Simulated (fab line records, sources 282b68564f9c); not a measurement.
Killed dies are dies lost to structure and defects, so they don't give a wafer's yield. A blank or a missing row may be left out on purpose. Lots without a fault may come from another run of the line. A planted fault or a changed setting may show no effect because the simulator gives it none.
fab line records | flow rit_cmos | part 1 of 2: steps 1 to 34 of 47
record lots=5 wafers=15 last_day=7
route steps=202 shown GATE@89 REOX@98 NLDD@103 PLDD@114 SPACER@125 NSD@131
lots that met no fault: from a run of the same line without faults
start_h: hours from the record's first day to the start of the lot's first wafer shown | wait_h: hours since the lot's step before | " the same as in the row above | L1.1+2: a row that stands for several wafers | - no value, or no start given | * or withheld: withheld | < > ~ a bound
route shown NAME@n: a module of which the file shows steps, and the number in the route of the first | usual: mean/standard deviation of fault-free wafers | same: alike in all rows | chamber/n: place in a boat | sites: the reading at each site | _std_site: their standard deviation | _edge_site: outer sites' mean less inner sites' | radius_mm: how far each site lies from the wafer's centre | mask NAME#n: copy n | behind: the tool/chamber that last shaped the wafer | hold: why the lot was held/for how many hours/how that ended | device: the transistor (n, p or np) that didn't switch | end of line: the same wafers' tests at the end of the route | a step without rows: its recipe alone | killed: dies lost to structure and defects at the first sort, not the wafer's yield | map: a wafer's dies, x killed, . not, _ none there
set.NAME: the setting as run; set.NAME@STEP: as run at that earlier step | model.NAME: the simulator's own value behind a step, which no gauge read
lots at some steps of the route; a table a step, a row a wafer
services: from which hour (start_h, from the record's first day; less than 0 if before it) a tool's chamber was out of use, for how many hours, and why
## steps
# step RIT_GATE_EXPOSE_13
# recipe mask_id=M6 na=0.6 source_shape=conventional sigma_outer=0.6 target_cd_nm=150 dose_mj=380
# usual focus_offset_nm=0.1/0.52 stage_vel_mm_s=499.99/0.26
# columns lot.wafer tool chamber start_h wait_h mask focus_offset_nm stage_vel_mm_s
L077.2 iline_stepper-02 0 52.05 0.2 M6#0 0.2 499.96
L077.4 " 0 " " M6#0 0.7 499.86
L077.6 " 0 " " M6#0 0.3 499.93
L084.2 iline_stepper-02 0 86.98 0.2 M6#0 0.5 500.54
L084.5 " 0 " " M6#0 0.1 500.04
L084.6 " 0 " " M6#0 -0.4 500.15
L087.1 iline_stepper-01 0 101.11 0.2 M6#0 -0.5 500.41
L087.2 " 0 " " M6#0 0.4 500.28
L087.6 " 0 " " M6#0 0.5 500.43
L095.2 iline_stepper-02 0 143.18 0.2 M6#0 0.2 499.58
L095.3 " 0 " " M6#0 0.0 500.24
L095.5 " 0 " " M6#0 0.1 499.85
L097.1 iline_stepper-01 0 157.56 0.2 M6#0 0.4 500.29
L097.3 " 0 " " M6#0 0.2 500.12
L097.4 " 0 " " M6#0 0.9 500.11
# step RIT_GATE_PEB_14
# recipe resist=NOVOLAK temp_c=withheld time_s=withheld
# columns lot.wafer tool chamber start_h wait_h
L077.2+4+6 litho_track-04 0 52.35 0.3
L084.2+5+6 litho_track-01 0 87.10 0.1
L087.1+2+6 litho_track-04 0 101.23 0.1
L095.2+3+5 litho_track-04 0 143.32 0.1
L097.1+3+4 litho_track-04 0 157.68 0.1
# step RIT_GATE_DEVELOP_15
# recipe resist=NOVOLAK develop_time_s=50 dev_temp_c=23
# same develop_time_s=50
# columns lot.wafer tool chamber start_h wait_h
L077.2+4+6 litho_track-04 0 - -
L084.2+5+6 litho_track-01 0 - -
L087.1+2+6 litho_track-04 0 - -
L095.2+3+5 litho_track-04 0 - -
L097.1+3+4 litho_track-04 0 - -
# step RIT_GATE_CD_MEAS_16
# recipe target_cd_nm=150
# usual cd_nm=152.3/2.1
# columns lot.wafer tool chamber start_h wait_h cd_nm
L077.2 cd_sem-02 - 52.63 - 149.4
L077.4 " - " " 152.7
L077.6 " - " " 152.4
L084.2 cd_sem-01 - 87.38 - 150.1
L084.5 " - " " 152.7
L084.6 " - " " 152.2
L087.1 cd_sem-01 - 101.51 - 154.0
L087.2 " - " " 153.6
L087.6 " - " " 154.4
L095.2 cd_sem-01 - 143.59 - 150.2
L095.3 " - " " 151.9
L095.5 " - " " 149.9
L097.1 cd_sem-02 - 157.96 - 150.3
L097.3 " - " " 151.4
L097.4 " - " " 149.0
# step RIT_GATE_OVL_MEAS_17
# usual GATE_OVL=1.1/1.9
# columns lot.wafer tool chamber start_h wait_h GATE_OVL[nm]
L077.2 overlay-01 - 52.74 0.1 2.3
L077.4 " - " " -0.7
L077.6 " - " " -0.6
L084.2 overlay-01 - 87.48 0.1 1.3
L084.5 " - " " 1.3
L084.6 " - " " -2.0
L087.1 overlay-02 - 101.63 0.1 2.1
L087.2 " - " " 2.6
L087.6 " - " " 1.4
L095.2 overlay-02 - 143.70 0.1 0.0
L095.3 " - " " 1.1
L095.5 " - " " -1.1
L097.1 overlay-02 - 158.08 0.1 4.0
L097.3 " - " " 0.4
L097.4 " - " " 2.9
# step RIT_GATE_HARDBAKE_18
# recipe resist=NOVOLAK temp_c=140 time_s=60
# columns lot.wafer tool chamber start_h wait_h
L077.2+4+6 litho_track-02 0 52.79 0.0
L084.2+5+6 litho_track-01 0 87.54 0.0
L087.1+2+6 litho_track-04 0 101.67 0.0
L095.2+3+5 litho_track-02 0 143.76 0.0
L097.1+3+4 litho_track-04 0 158.12 0.0
# step RIT_GATE_ETCH_19
# recipe chemistry=SF6/CHF3/O2 time_s=165 SF6_flow_sccm=30 CHF3_flow_sccm=30 O2_flow_sccm=5 target=poly-Si pressure_mtorr=40 rf_w=160 target_depth_a=3125 over_etch_frac=0.25 stop_on=SiO2
# usual drypump_motor_current_A=5.5/0.41 oes_product_au=0.844/0.01 rf_fwd_power_W=159.6/0.48 throttle_valve_pct=10.23/0.15
# same over_etch_frac=0.25
# columns lot.wafer tool chamber start_h wait_h drypump_motor_current_A oes_product_au rf_fwd_power_W rf_hours_counter_h throttle_valve_pct
L077.2 rie_si-02 3 52.92 0.1 5.0 0.831 158.2 101 10.34
L077.4 " 0 " " 6.3 0.833 158.9 106 10.30
L077.6 " 1 " " 5.9 0.860 159.8 - 9.98
L084.2 rie_si-01 0 87.66 0.1 5.4 0.854 160.0 44 10.29
L084.5 " 3 " " 5.6 0.836 160.2 - 10.20
L084.6 " 0 " " 5.4 0.853 159.8 - 10.29
L087.1 rie_si-02 2 101.82 0.1 4.9 0.837 159.4 10 10.20
L087.2 " 0 " " 6.3 0.845 159.4 106 10.31
L087.6 " 3 " " 5.1 0.828 158.9 - 10.35
L095.2 rie_si-02 0 143.88 0.1 6.3 0.836 160.3 107 10.31
L095.3 " 1 " " 5.9 0.856 159.2 53 9.98
L095.5 " 2 " " 4.9 0.835 159.8 - 10.20
L097.1 rie_si-02 3 158.27 0.1 5.0 0.839 158.7 102 10.34
L097.3 " 0 " " 6.2 0.853 159.4 107 10.30
L097.4 " 2 " " 4.9 0.844 159.6 10 10.21
# step RIT_GATE_STRIP_20
# recipe chemistry=O2 time_s=180 resist=NOVOLAK platen_temp_c=withheld power_w=500 pressure_mtorr=4000 o2_flow_sccm=4000
# usual drypump_motor_current_A=5.8/0.4
# columns lot.wafer tool chamber start_h wait_h drypump_motor_current_A rf_hours_counter_h
L077.2 plasma_asher-02 1 53.03 0.1 6.2 42
L077.4 " 0 " " 5.4 -
L077.6 " 0 " " 5.4 -
L084.2 plasma_asher-01 0 87.77 0.1 5.8 47
L084.5 " 1 " " 5.9 -
L084.6 " 0 " " 5.8 -
L087.1 plasma_asher-02 0 101.93 0.1 5.4 47
L087.2 " 1 " " 6.1 47
L087.6 " 1 " " 6.1 -
L095.2 plasma_asher-02 1 143.99 0.1 6.2 3
L095.3 " 0 " " 5.4 -
L095.5 " 1 " " 6.1 -
L097.1 plasma_asher-04 1 158.38 0.1 5.2 36
L097.3 " 0 " " 6.3 -
L097.4 " 1 " " 5.2 -
# step RIT_GATE_CD_MEAS_90
# recipe target_cd_nm=150
# usual cd_nm=152.3/2.1
# columns lot.wafer tool chamber start_h wait_h cd_nm
L077.2 cd_sem-01 - 53.22 0.1 150.4
L077.4 " - " " 153.0
L077.6 " - " " 152.1
L084.2 cd_sem-02 - 87.97 0.1 149.7
L084.5 " - " " 153.1
L084.6 " - " " 152.8
L087.1 cd_sem-02 - 102.10 0.1 153.9
L087.2 " - " " 154.1
L087.6 " - " " 154.7
L095.2 cd_sem-01 - 144.18 0.1 150.3
L095.3 " - " " 151.7
L095.5 " - " " 149.9
L097.1 cd_sem-01 - 158.55 0.1 150.3
L097.3 " - " " 151.1
L097.4 " - " " 149.0
# step RIT_REOX_CLEAN_00
# recipe chemistry=SC1 mix=3:3:50 time_s=600 temp_c=75
# columns lot.wafer tool chamber start_h wait_h
L077.2+4+6 wet_bench-01 1 53.32 0.1
L084.2+5+6 wet_bench-04 2 88.07 0.1
L087.1+2+6 wet_bench-04 0 102.22 0.1
L095.2+3+5 wet_bench-01 0 144.28 0.1
L097.1+3+4 wet_bench-04 0 158.67 0.1
# step RIT_REOX_CLEAN_01
# recipe chemistry=dHF dilution=50:1 time_s=30
# columns lot.wafer tool chamber start_h wait_h
L077.2+4+6 wet_bench-04 2 53.50 0.0
L084.2+5+6 wet_bench-01 1 88.26 0.0
L087.1+2+6 wet_bench-01 0 102.40 0.0
L095.2+3+5 wet_bench-03 2 144.46 0.0
L097.1+3+4 wet_bench-01 1 158.86 0.0
# step RIT_REOX_CLEAN_02
# recipe chemistry=SC2 mix=3:3:50 time_s=600 temp_c=75 dry=n2_spin
# columns lot.wafer tool chamber start_h wait_h
L077.2+4+6 wet_bench-03 2 53.52 0.0
L084.2+5+6 wet_bench-03 1 88.28 0.0
L087.1+2+6 wet_bench-03 3 102.42 0.0
L095.2+3+5 wet_bench-01 0 144.48 0.0
L097.1+3+4 wet_bench-04 0 158.88 0.0
# step RIT_REOX_OXIDATION_03
# recipe temp_c=900 ambient=O2 target_thk_a=252 ox_time_s=5580
# usual ox_temp_c_max=902.3/0.6
# columns lot.wafer tool chamber start_h wait_h ox_temp_c_max
L077.2 furnace-01 0 54.35 0.7 902.5
L077.4 " 0 " " 903.3
L077.6 " 0 " " 902.2
L084.2 furnace-04 0 88.47 0.0 903.5
L084.5 " 0 " " 902.1
L084.6 " 0 " " 902.5
L087.1 furnace-04 0 102.84 0.2 901.7
L087.2 " 0 " " 902.4
L087.6 " 0 " " 902.1
L095.2 furnace-04 0 146.62 2.0 902.7
L095.3 " 0 " " 902.8
L095.5 " 0 " " 902.5
L097.1 furnace-04 0 159.40 0.3 902.2
L097.3 " 0 " " 901.3
L097.4 " 0 " " 902.1
# step RIT_REOX_THK_MEAS_04
# recipe reads=SiO2_of_REOX_OXIDATION_03
# usual REOX_OXIDE_THK=25.2/0.57
# columns lot.wafer tool chamber start_h wait_h REOX_OXIDE_THK[nm]
L077.2 film_metro-04 - 56.91 0.0 26.5
L077.4 " - " " 26.4
L077.6 " - " " 26.6
L084.2 film_metro-03 - 91.03 0.0 25.2
L084.5 " - " " 24.6
L084.6 " - " " 24.9
L087.1 film_metro-04 - 105.39 0.0 24.1
L087.2 " - " " 24.2
L087.6 " - " " 23.6
L095.2 film_metro-03 - 149.18 0.0 24.9
L095.3 " - " " 25.1
L095.5 " - " " 24.5
L097.1 film_metro-04 - 161.95 0.0 25.4
L097.3 " - " " 25.3
L097.4 " - " " 25.4
# step RIT_NLDD_HMDS_00
# recipe prime_time_s=60 prime_temp_c=140
# same prime_time_s=60
# columns lot.wafer tool chamber start_h wait_h
L077.2+4+6 litho_track-02 0 56.98 0.1
L084.2+5+6 litho_track-02 0 91.32 0.3
L087.1+2+6 litho_track-01 0 105.45 0.1
L095.2+3+5 litho_track-01 0 149.26 0.1
L097.1+3+4 litho_track-03 0 162.01 0.1
# step RIT_NLDD_COAT_01
# recipe resist=NOVOLAK spin_rpm=3250 resist_thk_nm=1000
# columns lot.wafer tool chamber start_h wait_h
L077.2+4+6 litho_track-02 0 57.13 0.1
L084.2+5+6 litho_track-02 0 91.47 0.1
L087.1+2+6 litho_track-01 0 105.60 0.1
L095.2+3+5 litho_track-01 0 149.41 0.1
L097.1+3+4 litho_track-03 0 162.16 0.1
# step RIT_NLDD_SOFTBAKE_02
# recipe resist=NOVOLAK temp_c=90 time_s=60
# columns lot.wafer tool chamber start_h wait_h
L077.2+4+6 litho_track-02 0 57.28 0.1
L084.2+5+6 litho_track-02 0 91.62 0.1
L087.1+2+6 litho_track-01 0 105.75 0.1
L095.2+3+5 litho_track-01 0 149.56 0.1
L097.1+3+4 litho_track-03 0 162.31 0.1
# step RIT_NLDD_EXPOSE_03
# recipe mask_id=M7 na=0.57 target_cd_nm=40700 dose_mj=250
# usual focus_offset_nm=-0.1/0.51 stage_vel_mm_s=500.00/0.26
# columns lot.wafer tool chamber start_h wait_h mask focus_offset_nm stage_vel_mm_s
L077.2 iline_stepper-02 0 57.55 0.2 M7#0 -0.3 500.28
L077.4 " 0 " " M7#0 -0.6 500.12
L077.6 " 0 " " M7#0 -0.8 500.54
L084.2 iline_stepper-02 0 91.89 0.2 M7#0 -0.2 499.89
L084.5 " 0 " " M7#0 -0.1 500.09
L084.6 " 0 " " M7#0 -0.4 500.31
L087.1 iline_stepper-01 0 106.02 0.2 M7#0 -0.4 500.24
L087.2 " 0 " " M7#0 -1.2 499.94
L087.6 " 0 " " M7#0 0.1 500.04
L095.2 iline_stepper-01 0 149.94 0.4 M7#0 0.4 500.17
L095.3 " 0 " " M7#0 -0.4 500.32
L095.5 " 0 " " M7#0 -0.2 500.00
L097.1 iline_stepper-02 0 162.46 0.1 M7#0 -0.4 500.20
L097.3 " 0 " " M7#0 -0.1 500.20
L097.4 " 0 " " M7#0 -1.2 500.12
# step RIT_NLDD_PEB_04
# recipe resist=NOVOLAK temp_c=withheld time_s=withheld
# columns lot.wafer tool chamber start_h wait_h
L077.2+4+6 litho_track-03 0 57.68 0.1
L084.2+5+6 litho_track-01 0 92.01 0.1
L087.1+2+6 litho_track-01 0 106.14 0.1
L095.2+3+5 litho_track-02 0 150.06 0.1
L097.1+3+4 litho_track-02 0 162.72 0.2
# step RIT_NLDD_DEVELOP_05
# recipe resist=NOVOLAK develop_time_s=50 dev_temp_c=23
# same develop_time_s=50
# columns lot.wafer tool chamber start_h wait_h
L077.2+4+6 litho_track-03 0 - -
L084.2+5+6 litho_track-01 0 - -
L087.1+2+6 litho_track-01 0 - -
L095.2+3+5 litho_track-02 0 - -
L097.1+3+4 litho_track-02 0 - -
# step RIT_NLDD_OVL_MEAS_06
# usual NLDD_OVL=-0.5/1.6
# columns lot.wafer tool chamber start_h wait_h NLDD_OVL[nm]
L077.2 overlay-01 - 57.94 - -0.7
L077.4 " - " " -0.9
L077.6 " - " " -0.5
L084.2 overlay-01 - 92.27 - -1.7
L084.5 " - " " -0.7
L084.6 " - " " -2.3
L087.1 overlay-01 - 106.42 - 0.9
L087.2 " - " " 1.0
L087.6 " - " " 0.6
L095.2 overlay-01 - 150.33 - 0.9
L095.3 " - " " 0.5
L095.5 " - " " -0.2
L097.1 overlay-01 - 163.01 - 0.3
L097.3 " - " " 1.5
L097.4 " - " " -0.2
# step RIT_NLDD_HARDBAKE_07
# recipe resist=NOVOLAK temp_c=140 time_s=60
# columns lot.wafer tool chamber start_h wait_h
L077.2+4+6 litho_track-02 0 58.00 0.0
L084.2+5+6 litho_track-01 0 92.44 0.2
L087.1+2+6 litho_track-01 0 106.46 0.0
L095.2+3+5 litho_track-02 0 150.38 0.0
L097.1+3+4 litho_track-03 0 163.04 0.0
# step RIT_NLDD_IMPLANT_08
# recipe species=P energy_kev=20 dose_cm2=5e+14 tilt_deg=7
# columns lot.wafer tool chamber start_h wait_h
L077.2+4+6 implanter-03 0 58.15 0.1
L084.2+5+6 implanter-02 0 92.59 0.1
L087.1+2+6 implanter-03 0 106.61 0.1
L095.2+3+5 implanter-01 0 150.53 0.1
L097.1+3+4 implanter-02 0 163.19 0.1
# step RIT_NLDD_STRIP_09
# recipe chemistry=O2 time_s=180 resist=NOVOLAK platen_temp_c=withheld power_w=500 pressure_mtorr=4000 o2_flow_sccm=4000
# usual drypump_motor_current_A=5.93/0.21
# columns lot.wafer tool chamber start_h wait_h drypump_motor_current_A rf_hours_counter_h
L077.2 plasma_asher-01 1 58.27 0.1 5.88 44
L077.4 " 0 " " 5.80 -
L077.6 " 0 " " 5.80 -
L084.2 plasma_asher-03 1 92.72 0.1 5.99 45
L084.5 " 0 " " 6.15 -
L084.6 " 1 " " 6.00 -
L087.1 plasma_asher-01 1 106.76 0.1 5.89 49
L087.2 " 0 " " 5.81 49
L087.6 " 0 " " 5.80 -
L095.2 plasma_asher-03 0 150.66 0.1 6.12 51
L095.3 " 0 " " 6.15 -
L095.5 " 1 " " 5.98 -
L097.1 plasma_asher-01 1 163.34 0.1 5.89 54
L097.3 " 1 " " 5.90 -
L097.4 " 0 " " 5.80 -
# step RIT_NLDD_TW_MEAS_10
# usual NLDD_TW=2486/25
# columns lot.wafer tool chamber start_h wait_h NLDD_TW
L077.2 film_metro-03 - 58.46 0.1 2482
L077.4 " - " " 2479
L077.6 " - " " 2479
L084.2 film_metro-01 - 92.90 0.1 2447
L084.5 " - " " 2452
L084.6 " - " " 2462
L087.1 film_metro-03 - 106.94 0.1 2493
L087.2 " - " " 2485
L087.6 " - " " 2498
L095.2 film_metro-02 - 150.84 0.1 2514
L095.3 " - " " 2530
L095.5 " - " " 2510
L097.1 film_metro-02 - 163.52 0.1 2516
L097.3 " - " " 2533
L097.4 " - " " 2522
# step RIT_PLDD_HMDS_00
# recipe prime_time_s=60 prime_temp_c=140
# same prime_time_s=60
# columns lot.wafer tool chamber start_h wait_h
L077.2+4+6 litho_track-03 0 58.53 0.1
L084.2+5+6 litho_track-03 0 92.98 0.1
L087.1+2+6 litho_track-04 0 107.07 0.1
L095.2+3+5 litho_track-04 0 150.98 0.1
L097.1+3+4 litho_track-01 0 163.65 0.1
# step RIT_PLDD_COAT_01
# recipe resist=NOVOLAK spin_rpm=3250 resist_thk_nm=1000
# columns lot.wafer tool chamber start_h wait_h
L077.2+4+6 litho_track-03 0 58.68 0.1
L084.2+5+6 litho_track-03 0 93.13 0.1
L087.1+2+6 litho_track-04 0 107.22 0.1
L095.2+3+5 litho_track-04 0 151.13 0.1
L097.1+3+4 litho_track-01 0 163.80 0.1
# step RIT_PLDD_SOFTBAKE_02
# recipe resist=NOVOLAK temp_c=90 time_s=60
# columns lot.wafer tool chamber start_h wait_h
L077.2+4+6 litho_track-03 0 58.83 0.1
L084.2+5+6 litho_track-03 0 93.28 0.1
L087.1+2+6 litho_track-04 0 107.37 0.1
L095.2+3+5 litho_track-04 0 151.28 0.1
L097.1+3+4 litho_track-01 0 163.95 0.1
# step RIT_PLDD_EXPOSE_03
# recipe mask_id=M8 na=0.57 target_cd_nm=40900 dose_mj=250
# usual focus_offset_nm=0.2/0.54 stage_vel_mm_s=500.05/0.25
# columns lot.wafer tool chamber start_h wait_h mask focus_offset_nm stage_vel_mm_s
L077.2 iline_stepper-01 0 59.10 0.2 M8#0 -0.1 499.91
L077.4 " 0 " " M8#0 -0.4 500.10
L077.6 " 0 " " M8#0 1.0 500.32
L084.2 iline_stepper-01 0 93.42 0.1 M8#0 0.0 500.08
L084.5 " 0 " " M8#0 0.8 499.76
L084.6 " 0 " " M8#0 -0.2 500.36
L087.1 iline_stepper-01 0 107.52 0.1 M8#0 0.6 499.70
L087.2 " 0 " " M8#0 0.3 499.82
L087.6 " 0 " " M8#0 0.0 499.67
L095.2 iline_stepper-02 0 151.55 0.2 M8#0 0.6 500.24
L095.3 " 0 " " M8#0 -0.4 499.68
L095.5 " 0 " " M8#0 -0.5 500.09
L097.1 iline_stepper-02 0 164.22 0.2 M8#0 -0.5 499.56
L097.3 " 0 " " M8#0 0.1 499.59
L097.4 " 0 " " M8#0 -0.5 499.97
# step RIT_PLDD_PEB_04
# recipe resist=NOVOLAK temp_c=withheld time_s=withheld
# columns lot.wafer tool chamber start_h wait_h
L077.2+4+6 litho_track-01 0 59.22 0.1
L084.2+5+6 litho_track-04 0 93.54 0.1
L087.1+2+6 litho_track-03 0 107.63 0.1
L095.2+3+5 litho_track-03 0 151.67 0.1
L097.1+3+4 litho_track-03 0 164.40 0.2
# step RIT_PLDD_DEVELOP_05
# recipe resist=NOVOLAK develop_time_s=50 dev_temp_c=23
# same develop_time_s=50
# columns lot.wafer tool chamber start_h wait_h
L077.2+4+6 litho_track-01 0 - -
L084.2+5+6 litho_track-04 0 - -
L087.1+2+6 litho_track-03 0 - -
L095.2+3+5 litho_track-03 0 - -
L097.1+3+4 litho_track-03 0 - -
# step RIT_PLDD_OVL_MEAS_06
# usual PLDD_OVL=-0.1/1.7
# columns lot.wafer tool chamber start_h wait_h PLDD_OVL[nm]
L077.2 overlay-02 - 59.49 - -1.2
L077.4 " - " " -1.0
L077.6 " - " " -0.5
L084.2 overlay-01 - 93.81 - -1.1
L084.5 " - " " -0.7
L084.6 " - " " 0.5
L087.1 overlay-01 - 107.92 - 4.5
L087.2 " - " " 1.3
L087.6 " - " " 1.4
L095.2 overlay-02 - 151.93 - 1.6
L095.3 " - " " 3.0
L095.5 " - " " 1.8
L097.1 overlay-02 - 164.68 - 0.2
L097.3 " - " " -3.0
L097.4 " - " " -2.3
# step RIT_PLDD_HARDBAKE_07
# recipe resist=NOVOLAK temp_c=140 time_s=60
# columns lot.wafer tool chamber start_h wait_h
L077.2+4+6 litho_track-01 0 59.54 0.0
L084.2+5+6 litho_track-04 0 93.86 0.0
L087.1+2+6 litho_track-04 0 107.95 0.0
L095.2+3+5 litho_track-01 0 151.99 0.0
L097.1+3+4 litho_track-01 0 164.83 0.1
# step RIT_PLDD_IMPLANT_08
# recipe species=BF2 energy_kev=20 dose_cm2=9e+14 tilt_deg=7
# columns lot.wafer tool chamber start_h wait_h
L077.2+4+6 implanter-04 0 59.69 0.1
L084.2+5+6 implanter-04 0 94.01 0.1
L087.1+2+6 implanter-02 0 108.10 0.1
L095.2+3+5 implanter-04 0 152.14 0.1
L097.1+3+4 implanter-04 0 164.98 0.1
